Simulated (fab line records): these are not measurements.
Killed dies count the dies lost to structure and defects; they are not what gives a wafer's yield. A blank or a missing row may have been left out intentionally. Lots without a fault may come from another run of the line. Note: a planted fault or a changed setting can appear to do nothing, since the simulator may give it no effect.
fab line records	flow rit_cmos	part 1 of 2: steps 1 to 30 of 42
record: lots: 5	wafers: 15	last_day: 7
route steps=202 shown SPACER@130 NSD@131 PSD@142 SDANNEAL@153 PLDD@159 NLDD@160 SILICIDE@161 CONTACT@168
lots that met no fault: taken from a fault-free run of the same line
start_h: hours from the record's first day to the start of the lot's first wafer shown	wait_h: hours from the lot's prior step to this one	" identical to the entry in the row above	L1.1+2: a single row standing in for several wafers	- no value present, or no start provided	* or withheld: withheld	< > ~ a bound
route shown NAME@n: NAME is a module with steps in the file, n the number in the route of the first one	usual: mean and standard deviation over wafers with no fault	same: alike in all rows	chamber/n: place in a boat	sites: each site's reading	_std_site: standard deviation across them	_edge_site: the outer-site mean with the inner-site mean subtracted	radius_mm: how far each site lies from the wafer's centre	mask NAME#n: copy n	behind: the tool/chamber that last shaped the wafer	hold: cause of the lot's hold/its duration in hours/its outcome	device: whichever transistor did not switch (one of n, p or np)	end of line: the tests these same wafers got at the end of their route	step lacking rows: just its recipe	killed: at the first sort, the dies lost to defects and structure; wafer yield is something else	map: shows each die of a wafer: x if killed, . if not, _ if none is there
set.NAME: the run value of the setting; set.NAME@STEP: its run value at that earlier step	model.NAME: the simulator's own value behind a step, which no gauge read
lots at selected steps of the route; one table per step, one row per wafer
services: from which hour (start_h, from the record's first day; less than 0 if before it) a tool's chamber was out of use, for how many hours, and why
== steps ==
step: RIT_SPACER_ETCHBACK_05
recipe: target_depth_a: 2500	SF6_flow_sccm: 30	CHF3_flow_sccm: 30	target: Si3N4	chemistry: SF6/CHF3	pressure_mtorr: 40	rf_w: 250	time_s: 240	stop_on: SiO2
usual: drypump_motor_current_A: 5.6/0.4	oes_product_au: 0.857/0.012	throttle_valve_pct: 10.24/0.11
lot.wafer	tool	chamber	start_h	wait_h	drypump_motor_current_A	oes_product_au	rf_hours_counter_h	throttle_valve_pct
L084.4	rie_diel-03	3	102.75	0.0	5.4	0.850	147	10.36
L084.5	"	3	"	"	5.4	0.859	-	10.35
L084.6	"	2	"	"	5.1	0.860	-	10.26
L085.1	rie_diel-02	3	112.55	0.1	6.0	0.872	8	10.30
L085.3	"	1	"	"	5.6	0.861	119	10.28
L085.4	"	2	"	"	5.9	0.844	-	10.08
L087.4	rie_diel-01	3	115.65	0.0	5.8	0.855	133	10.32
L087.5	"	2	"	"	6.7	0.856	-	10.05
L087.6	"	1	"	"	5.6	0.846	-	10.09
L094.1	rie_diel-01	1	162.90	0.1	5.6	0.867	21	10.10
L094.2	"	0	"	"	5.3	0.878	111	10.18
L094.3	"	3	"	"	5.8	0.858	134	10.32
L096.2	rie_diel-02	1	167.75	0.0	5.6	0.859	120	10.27
L096.3	"	3	"	"	6.0	0.875	9	10.29
L096.5	"	2	"	"	5.8	0.845	-	10.05
step: RIT_NSD_HMDS_00
recipe: prime_time_s: 60	prime_temp_c: 140
lot.wafer	tool	chamber	start_h	wait_h
L084.4+5+6	litho_track-03	0	102.98	0.1
L085.1+3+4	litho_track-01	0	112.70	0.1
L087.4+5+6	litho_track-04	0	115.87	0.1
L094.1+2+3	litho_track-03	0	163.05	0.1
L096.2+3+5	litho_track-01	0	167.93	0.1
step: RIT_NSD_COAT_01
recipe: resist: NOVOLAK	spin_rpm: 3250	resist_thk_nm: 1000
lot.wafer	tool	chamber	start_h	wait_h
L084.4+5+6	litho_track-03	0	103.13	0.1
L085.1+3+4	litho_track-01	0	112.85	0.1
L087.4+5+6	litho_track-04	0	116.02	0.1
L094.1+2+3	litho_track-03	0	163.20	0.1
L096.2+3+5	litho_track-01	0	168.08	0.1
step: RIT_NSD_SOFTBAKE_02
recipe: resist: NOVOLAK	temp_c: 90	time_s: 60
usual: plate_temp_C: 90.01/0.1
lot.wafer	tool	chamber	start_h	wait_h	plate_temp_C
L084.4	litho_track-03	0	103.28	0.1	90.00
L084.5	"	0	"	"	89.77
L084.6	"	0	"	"	89.97
L085.1	litho_track-01	0	113.00	0.1	90.07
L085.3	"	0	"	"	90.20
L085.4	"	0	"	"	89.81
L087.4	litho_track-04	0	116.17	0.1	90.02
L087.5	"	0	"	"	90.01
L087.6	"	0	"	"	89.96
L094.1	litho_track-03	0	163.35	0.1	90.01
L094.2	"	0	"	"	89.85
L094.3	"	0	"	"	89.92
L096.2	litho_track-01	0	168.23	0.1	90.08
L096.3	"	0	"	"	90.02
L096.5	"	0	"	"	90.10
step: RIT_NSD_EXPOSE_03
recipe: mask_id: M9	na: 0.57	target_cd_nm: 40700	dose_mj: 250
usual: focus_offset_nm: -0.1/0.51
lot.wafer	tool	chamber	start_h	wait_h	mask	focus_offset_nm
L084.4	iline_stepper-02	0	103.41	0.1	M9#0	-0.2
L084.5	"	0	"	"	M9#0	0.3
L084.6	"	0	"	"	M9#0	1.3
L085.1	iline_stepper-02	0	113.15	0.1	M9#0	-0.8
L085.3	"	0	"	"	M9#0	0.0
L085.4	"	0	"	"	M9#0	0.0
L087.4	iline_stepper-01	0	116.30	0.1	M9#0	-0.1
L087.5	"	0	"	"	M9#0	-0.3
L087.6	"	0	"	"	M9#0	-0.7
L094.1	iline_stepper-01	0	163.50	0.1	M9#0	0.1
L094.2	"	0	"	"	M9#0	-1.1
L094.3	"	0	"	"	M9#0	-0.5
L096.2	iline_stepper-02	0	168.50	0.2	M9#0	0.2
L096.3	"	0	"	"	M9#0	-0.1
L096.5	"	0	"	"	M9#0	-0.2
step: RIT_NSD_PEB_04
recipe: resist: NOVOLAK	temp_c: withheld	time_s: withheld
lot.wafer	tool	chamber	start_h	wait_h
L084.4+5+6	litho_track-01	0	103.55	0.1
L085.1+3+4	litho_track-03	0	113.27	0.1
L087.4+5+6	litho_track-01	0	116.44	0.1
L094.1+2+3	litho_track-04	0	163.79	0.3
L096.2+3+5	litho_track-03	0	168.72	0.2
step: RIT_NSD_DEVELOP_05
recipe: resist: NOVOLAK	develop_time_s: 50	dev_temp_c: 23
lot.wafer	tool	chamber	start_h	wait_h
L084.4+5+6	litho_track-01	0	-	-
L085.1+3+4	litho_track-03	0	-	-
L087.4+5+6	litho_track-01	0	-	-
L094.1+2+3	litho_track-04	0	-	-
L096.2+3+5	litho_track-03	0	-	-
step: RIT_NSD_OVL_MEAS_06
usual: NSD_OVL: -0.9/1.4
lot.wafer	tool	chamber	start_h	wait_h	NSD_OVL[nm]
L084.4	overlay-01	-	103.77	-	-1.1
L084.5	"	-	"	"	1.2
L084.6	"	-	"	"	-1.6
L085.1	overlay-02	-	113.55	-	1.0
L085.3	"	-	"	"	1.3
L085.4	"	-	"	"	-0.5
L087.4	overlay-01	-	116.66	-	-1.2
L087.5	"	-	"	"	-2.0
L087.6	"	-	"	"	-3.5
L094.1	overlay-02	-	164.07	-	-2.8
L094.2	"	-	"	"	-2.1
L094.3	"	-	"	"	-0.7
L096.2	overlay-02	-	168.98	-	-0.1
L096.3	"	-	"	"	0.3
L096.5	"	-	"	"	0.8
step: RIT_NSD_HARDBAKE_07
recipe: resist: NOVOLAK	temp_c: 140	time_s: 60
usual: plate_temp_C: 140.02/0.13
lot.wafer	tool	chamber	start_h	wait_h	plate_temp_C
L084.4	litho_track-04	0	103.86	0.1	139.98
L084.5	"	0	"	"	139.98
L084.6	"	0	"	"	139.98
L085.1	litho_track-03	0	113.59	0.0	139.80
L085.3	"	0	"	"	139.90
L085.4	"	0	"	"	139.68
L087.4	litho_track-03	0	116.76	0.1	139.96
L087.5	"	0	"	"	139.99
L087.6	"	0	"	"	140.01
L094.1	litho_track-01	0	164.11	0.0	140.16
L094.2	"	0	"	"	139.99
L094.3	"	0	"	"	140.10
L096.2	litho_track-03	0	169.04	0.0	140.09
L096.3	"	0	"	"	139.98
L096.5	"	0	"	"	140.21
step: RIT_NSD_IMPLANT_08
recipe: species: P	energy_kev: 25	dose_cm2: 1e+15	tilt_deg: 7
usual: dose_ions_cm2: 1e+15/1.1e+12	tilt_deg: 7.000/0.021
lot.wafer	tool	chamber	start_h	wait_h	dose_ions_cm2	tilt_deg
L084.4	implanter-04	0	104.01	0.1	1.0006e+15	6.978
L084.5	"	0	"	"	9.992e+14	6.945
L084.6	"	0	"	"	1.0009e+15	6.968
L085.1	implanter-04	0	113.74	0.1	9.976e+14	6.978
L085.3	"	0	"	"	9.991e+14	6.968
L085.4	"	0	"	"	9.984e+14	6.969
L087.4	implanter-01	0	116.91	0.1	9.988e+14	7.030
L087.5	"	0	"	"	9.994e+14	7.016
L087.6	"	0	"	"	9.984e+14	7.007
L094.1	implanter-01	0	164.26	0.1	1.0013e+15	7.013
L094.2	"	0	"	"	1.0018e+15	7.004
L094.3	"	0	"	"	1.0009e+15	7.017
L096.2	implanter-04	0	169.19	0.1	1.0015e+15	6.994
L096.3	"	0	"	"	1.0011e+15	7.020
L096.5	"	0	"	"	1.0008e+15	6.997
step: RIT_NSD_STRIP_09
recipe: chemistry: O2	time_s: 180	resist: NOVOLAK	platen_temp_c: withheld	power_w: 500	pressure_mtorr: 4000	o2_flow_sccm: 4000
usual: drypump_motor_current_A: 5.7/0.38
lot.wafer	tool	chamber	start_h	wait_h	drypump_motor_current_A	rf_hours_counter_h
L084.4	plasma_asher-04	0	104.15	0.1	5.9	-
L084.5	"	1	"	"	5.6	-
L084.6	"	0	"	"	5.9	-
L085.1	plasma_asher-03	0	113.89	0.1	6.3	43
L085.3	"	1	"	"	5.5	-
L085.4	"	0	"	"	6.2	-
L087.4	plasma_asher-04	1	117.04	0.1	5.6	-
L087.5	"	0	"	"	5.8	-
L087.6	"	1	"	"	5.7	-
L094.1	plasma_asher-04	0	164.41	0.1	5.9	53
L094.2	"	1	"	"	5.7	53
L094.3	"	1	"	"	5.7	-
L096.2	plasma_asher-01	0	169.31	0.1	5.1	39
L096.3	"	0	"	"	5.1	-
L096.5	"	0	"	"	5.1	-
step: RIT_NSD_TW_MEAS_10
usual: NSD_TW: 3112/23
lot.wafer	tool	chamber	start_h	wait_h	NSD_TW
L084.4	film_metro-01	-	104.29	0.1	3087
L084.5	"	-	"	"	3081
L084.6	"	-	"	"	3100
L085.1	film_metro-01	-	114.06	0.1	3093
L085.3	"	-	"	"	3087
L085.4	"	-	"	"	3085
L087.4	film_metro-01	-	117.19	0.1	3093
L087.5	"	-	"	"	3091
L087.6	"	-	"	"	3090
L094.1	film_metro-02	-	164.59	0.1	3154
L094.2	"	-	"	"	3145
L094.3	"	-	"	"	3170
L096.2	film_metro-04	-	169.50	0.1	3113
L096.3	"	-	"	"	3097
L096.5	"	-	"	"	3104
step: RIT_PSD_HMDS_00
recipe: prime_time_s: 60	prime_temp_c: 140
lot.wafer	tool	chamber	start_h	wait_h
L084.4+5+6	litho_track-01	0	104.40	0.1
L085.1+3+4	litho_track-03	0	114.12	0.1
L087.4+5+6	litho_track-02	0	117.29	0.1
L094.1+2+3	litho_track-01	0	164.65	0.1
L096.2+3+5	litho_track-03	0	169.57	0.1
step: RIT_PSD_COAT_01
recipe: resist: NOVOLAK	spin_rpm: 3250	resist_thk_nm: 1000
lot.wafer	tool	chamber	start_h	wait_h
L084.4+5+6	litho_track-01	0	104.55	0.1
L085.1+3+4	litho_track-03	0	114.27	0.1
L087.4+5+6	litho_track-02	0	117.44	0.1
L094.1+2+3	litho_track-01	0	164.80	0.1
L096.2+3+5	litho_track-03	0	169.72	0.1
step: RIT_PSD_SOFTBAKE_02
recipe: resist: NOVOLAK	temp_c: 90	time_s: 60
usual: plate_temp_C: 90.00/0.11
lot.wafer	tool	chamber	start_h	wait_h	plate_temp_C
L084.4	litho_track-01	0	104.70	0.1	89.96
L084.5	"	0	"	"	89.81
L084.6	"	0	"	"	89.78
L085.1	litho_track-03	0	114.42	0.1	89.80
L085.3	"	0	"	"	89.86
L085.4	"	0	"	"	89.91
L087.4	litho_track-02	0	117.59	0.1	89.93
L087.5	"	0	"	"	89.79
L087.6	"	0	"	"	89.86
L094.1	litho_track-01	0	164.95	0.1	89.97
L094.2	"	0	"	"	90.19
L094.3	"	0	"	"	90.13
L096.2	litho_track-03	0	169.87	0.1	90.03
L096.3	"	0	"	"	89.99
L096.5	"	0	"	"	89.87
step: RIT_PSD_EXPOSE_03
recipe: mask_id: M10	na: 0.57	target_cd_nm: 40900	dose_mj: 250
usual: focus_offset_nm: 0.0/0.54
lot.wafer	tool	chamber	start_h	wait_h	mask	focus_offset_nm
L084.4	iline_stepper-01	0	104.83	0.1	M10#0	-0.7
L084.5	"	0	"	"	M10#0	0.4
L084.6	"	0	"	"	M10#0	-0.6
L085.1	iline_stepper-01	0	114.57	0.1	M10#0	-0.9
L085.3	"	0	"	"	M10#0	-0.5
L085.4	"	0	"	"	M10#0	-0.5
L087.4	iline_stepper-01	0	117.73	0.1	M10#0	-0.2
L087.5	"	0	"	"	M10#0	-0.5
L087.6	"	0	"	"	M10#0	-0.2
L094.1	iline_stepper-02	0	165.22	0.2	M10#0	-0.3
L094.2	"	0	"	"	M10#0	0.2
L094.3	"	0	"	"	M10#0	-0.4
L096.2	iline_stepper-01	0	170.14	0.2	M10#0	-0.9
L096.3	"	0	"	"	M10#0	0.0
L096.5	"	0	"	"	M10#0	-0.5
step: RIT_PSD_PEB_04
recipe: resist: NOVOLAK	temp_c: withheld	time_s: withheld
lot.wafer	tool	chamber	start_h	wait_h
L084.4+5+6	litho_track-01	0	104.97	0.1
L085.1+3+4	litho_track-02	0	114.69	0.1
L087.4+5+6	litho_track-01	0	117.86	0.1
L094.1+2+3	litho_track-03	0	165.34	0.1
L096.2+3+5	litho_track-03	0	170.34	0.2
step: RIT_PSD_DEVELOP_05
recipe: resist: NOVOLAK	develop_time_s: 50	dev_temp_c: 23
lot.wafer	tool	chamber	start_h	wait_h
L084.4+5+6	litho_track-01	0	-	-
L085.1+3+4	litho_track-02	0	-	-
L087.4+5+6	litho_track-01	0	-	-
L094.1+2+3	litho_track-03	0	-	-
L096.2+3+5	litho_track-03	0	-	-
step: RIT_PSD_OVL_MEAS_06
usual: PSD_OVL: -0.4/1.3
lot.wafer	tool	chamber	start_h	wait_h	PSD_OVL[nm]
L084.4	overlay-01	-	105.19	-	-1.6
L084.5	"	-	"	"	-0.5
L084.6	"	-	"	"	-1.0
L085.1	overlay-01	-	114.97	-	0.0
L085.3	"	-	"	"	0.8
L085.4	"	-	"	"	-1.1
L087.4	overlay-01	-	118.08	-	-1.4
L087.5	"	-	"	"	0.1
L087.6	"	-	"	"	0.4
L094.1	overlay-02	-	165.62	-	-2.9
L094.2	"	-	"	"	0.6
L094.3	"	-	"	"	-1.3
L096.2	overlay-02	-	170.61	-	-2.6
L096.3	"	-	"	"	-0.9
L096.5	"	-	"	"	-0.9
step: RIT_PSD_HARDBAKE_07
recipe: resist: NOVOLAK	temp_c: 140	time_s: 60
usual: plate_temp_C: 140.00/0.13
lot.wafer	tool	chamber	start_h	wait_h	plate_temp_C
L084.4	litho_track-01	0	105.29	0.1	139.99
L084.5	"	0	"	"	139.95
L084.6	"	0	"	"	139.91
L085.1	litho_track-03	0	115.01	0.0	139.95
L085.3	"	0	"	"	140.05
L085.4	"	0	"	"	140.02
L087.4	litho_track-02	0	118.18	0.1	139.93
L087.5	"	0	"	"	139.97
L087.6	"	0	"	"	139.86
L094.1	litho_track-01	0	165.66	0.0	140.26
L094.2	"	0	"	"	140.00
L094.3	"	0	"	"	139.82
L096.2	litho_track-03	0	170.66	0.0	140.10
L096.3	"	0	"	"	140.03
L096.5	"	0	"	"	140.12
step: RIT_PSD_IMPLANT_08
recipe: species: BF2	energy_kev: 26.6	dose_cm2: 5e+15	tilt_deg: 7
usual: dose_ions_cm2: 5e+15/5.2e+12	tilt_deg: 7.006/0.019
lot.wafer	tool	chamber	start_h	wait_h	dose_ions_cm2	tilt_deg
L084.4	implanter-01	0	105.44	0.1	4.987e+15	6.999
L084.5	"	0	"	"	4.993e+15	7.015
L084.6	"	0	"	"	4.998e+15	6.991
L085.1	implanter-01	0	115.16	0.1	4.996e+15	7.039
L085.3	"	0	"	"	5.003e+15	7.012
L085.4	"	0	"	"	5.002e+15	6.999
L087.4	implanter-04	0	118.33	0.1	5.001e+15	7.000
L087.5	"	0	"	"	5.003e+15	6.965
L087.6	"	0	"	"	4.998e+15	6.979
L094.1	implanter-04	0	165.81	0.1	5.001e+15	6.987
L094.2	"	0	"	"	4.998e+15	7.027
L094.3	"	0	"	"	4.994e+15	7.001
L096.2	implanter-03	0	170.81	0.1	5.005e+15	6.986
L096.3	"	0	"	"	5.012e+15	6.980
L096.5	"	0	"	"	5.011e+15	6.960
step: RIT_PSD_STRIP_09
recipe: chemistry: O2	time_s: 180	resist: NOVOLAK	platen_temp_c: withheld	power_w: 500	pressure_mtorr: 4000	o2_flow_sccm: 4000
usual: drypump_motor_current_A: 5.8/0.47
lot.wafer	tool	chamber	start_h	wait_h	drypump_motor_current_A	rf_hours_counter_h
L084.4	plasma_asher-04	1	105.57	0.1	5.7	-
L084.5	"	0	"	"	5.9	-
L084.6	"	1	"	"	5.6	-
L085.1	plasma_asher-04	0	115.31	0.1	5.9	48
L085.3	"	1	"	"	5.6	-
L085.4	"	0	"	"	5.9	-
L087.4	plasma_asher-04	1	118.46	0.1	5.7	-
L087.5	"	0	"	"	5.9	-
L087.6	"	1	"	"	5.7	-
L094.1	plasma_asher-02	1	165.96	0.1	6.6	4
L094.2	"	0	"	"	5.1	4
L094.3	"	0	"	"	5.1	-
L096.2	plasma_asher-02	1	170.94	0.1	6.6	5
L096.3	"	0	"	"	5.1	-
L096.5	"	1	"	"	6.6	-
step: RIT_PSD_TW_MEAS_10
usual: PSD_TW: 3409/30
lot.wafer	tool	chamber	start_h	wait_h	PSD_TW
L084.4	film_metro-02	-	105.72	0.1	3432
L084.5	"	-	"	"	3409
L084.6	"	-	"	"	3445
L085.1	film_metro-04	-	115.48	0.1	3398
L085.3	"	-	"	"	3404
L085.4	"	-	"	"	3399
L087.4	film_metro-01	-	118.61	0.1	3384
L087.5	"	-	"	"	3367
L087.6	"	-	"	"	3373
L094.1	film_metro-04	-	166.13	0.1	3403
L094.2	"	-	"	"	3401
L094.3	"	-	"	"	3406
L096.2	film_metro-02	-	171.12	0.1	3420
L096.3	"	-	"	"	3419
L096.5	"	-	"	"	3421
step: RIT_SDANNEAL_CLEAN_00
recipe: chemistry: SC1	mix: 3:3:50	time_s: 600	temp_c: 75
lot.wafer	tool	chamber	start_h	wait_h
L084.4+5+6	wet_bench-03	3	105.75	0.0
L085.1+3+4	wet_bench-02	0	115.54	0.1
L087.4+5+6	wet_bench-02	1	118.64	0.0
L094.1+2+3	wet_bench-03	3	166.19	0.1
L096.2+3+5	wet_bench-02	2	171.17	0.0
step: RIT_SDANNEAL_CLEAN_01
recipe: chemistry: dHF	dilution: 50:1	time_s: 30
lot.wafer	tool	chamber	start_h	wait_h
L084.4+5+6	wet_bench-03	1	105.92	0.0
L085.1+3+4	wet_bench-03	0	115.73	0.0
L087.4+5+6	wet_bench-04	1	118.81	0.0
L094.1+2+3	wet_bench-04	2	166.37	0.0
L096.2+3+5	wet_bench-03	1	171.35	0.0
step: RIT_SDANNEAL_CLEAN_02
recipe: chemistry: SC2	mix: 3:3:50	time_s: 600	temp_c: 75	dry: n2_spin
lot.wafer	tool	chamber	start_h	wait_h
L084.4+5+6	wet_bench-04	3	105.94	0.0
L085.1+3+4	wet_bench-04	0	115.75	0.0
L087.4+5+6	wet_bench-03	0	118.83	0.0
L094.1+2+3	wet_bench-02	1	166.38	0.0
L096.2+3+5	wet_bench-04	2	171.36	0.0
step: RIT_SDANNEAL_RTA_03
recipe: temp_c: 1050	time_s: 5	idle_temp_c: 600	ramp_up_c_per_s: 342	ramp_down_c_per_s: 171	cool_to_c: 600	ambient: N2
usual: wafer_temp_C_max: 1053.6/1.3
lot.wafer	tool	chamber	start_h	wait_h	wafer_temp_C_max
L084.4	rtp_anneal-02	0	106.14	0.0	1054.0
L084.5	"	0	"	"	1053.5
L084.6	"	0	"	"	1051.7
L085.1	rtp_anneal-01	0	115.93	0.0	1052.6
L085.3	"	0	"	"	1053.6
L085.4	"	0	"	"	1052.5
L087.4	rtp_anneal-01	0	119.05	0.0	1053.5
L087.5	"	0	"	"	1051.8
L087.6	"	0	"	"	1053.9
L094.1	rtp_anneal-02	0	166.56	0.0	1052.1
L094.2	"	0	"	"	1052.7
L094.3	"	0	"	"	1054.4
L096.2	rtp_anneal-01	0	171.55	0.0	1054.2
L096.3	"	0	"	"	1053.5
L096.5	"	0	"	"	1054.8
step: RIT_SDANNEAL_RS_MEAS_04
recipe: thk_meas_gauge: four-point-probe
usual: PSD_RS: 116.83/0.28
lot.wafer	tool	chamber	start_h	wait_h	PSD_RS[ohm/sq]
L084.4	film_metro-01	-	106.23	0.1	116.68
L084.5	"	-	"	"	116.54
L084.6	"	-	"	"	116.63
L085.1	film_metro-01	-	115.98	0.0	116.99
L085.3	"	-	"	"	116.60
L085.4	"	-	"	"	116.77
L087.4	film_metro-04	-	119.14	0.1	117.17
L087.5	"	-	"	"	117.12
L087.6	"	-	"	"	117.16
L094.1	film_metro-04	-	166.62	0.0	116.64
L094.2	"	-	"	"	116.85
L094.3	"	-	"	"	116.87
L096.2	film_metro-01	-	171.62	0.1	117.08
L096.3	"	-	"	"	116.87
L096.5	"	-	"	"	116.67
step: RIT_SDANNEAL_RS_MEAS_05
recipe: thk_meas_gauge: four-point-probe
usual: NSD_RS: 84.52/0.25
lot.wafer	tool	chamber	start_h	wait_h	NSD_RS[ohm/sq]
L084.4	film_metro-01	-	106.35	0.1	83.99
L084.5	"	-	"	"	84.13
L084.6	"	-	"	"	84.41
L085.1	film_metro-01	-	116.10	0.1	84.46
L085.3	"	-	"	"	84.54
L085.4	"	-	"	"	84.67
L087.4	film_metro-04	-	119.26	0.1	84.39
L087.5	"	-	"	"	84.40
L087.6	"	-	"	"	84.29
L094.1	film_metro-04	-	166.74	0.1	84.74
L094.2	"	-	"	"	84.52
L094.3	"	-	"	"	84.60
L096.2	film_metro-01	-	171.74	0.1	84.95
L096.3	"	-	"	"	84.77
L096.5	"	-	"	"	84.57
step: RIT_SDANNEAL_RS_MEAS_06
recipe: thk_meas_gauge: four-point-probe
usual: PLDD_RS: 178.7/0.47
lot.wafer	tool	chamber	start_h	wait_h	PLDD_RS[ohm/sq]
L084.4	film_metro-01	-	106.47	0.1	178.2
L084.5	"	-	"	"	178.1
L084.6	"	-	"	"	178.2
L085.1	film_metro-01	-	116.22	0.1	178.4
L085.3	"	-	"	"	179.0
L085.4	"	-	"	"	179.1
L087.4	film_metro-04	-	119.38	0.1	178.8
L087.5	"	-	"	"	179.2
L087.6	"	-	"	"	178.7
L094.1	film_metro-04	-	166.86	0.1	179.1
L094.2	"	-	"	"	179.2
L094.3	"	-	"	"	179.3
L096.2	film_metro-01	-	171.86	0.1	179.1
L096.3	"	-	"	"	178.1
L096.5	"	-	"	"	178.5
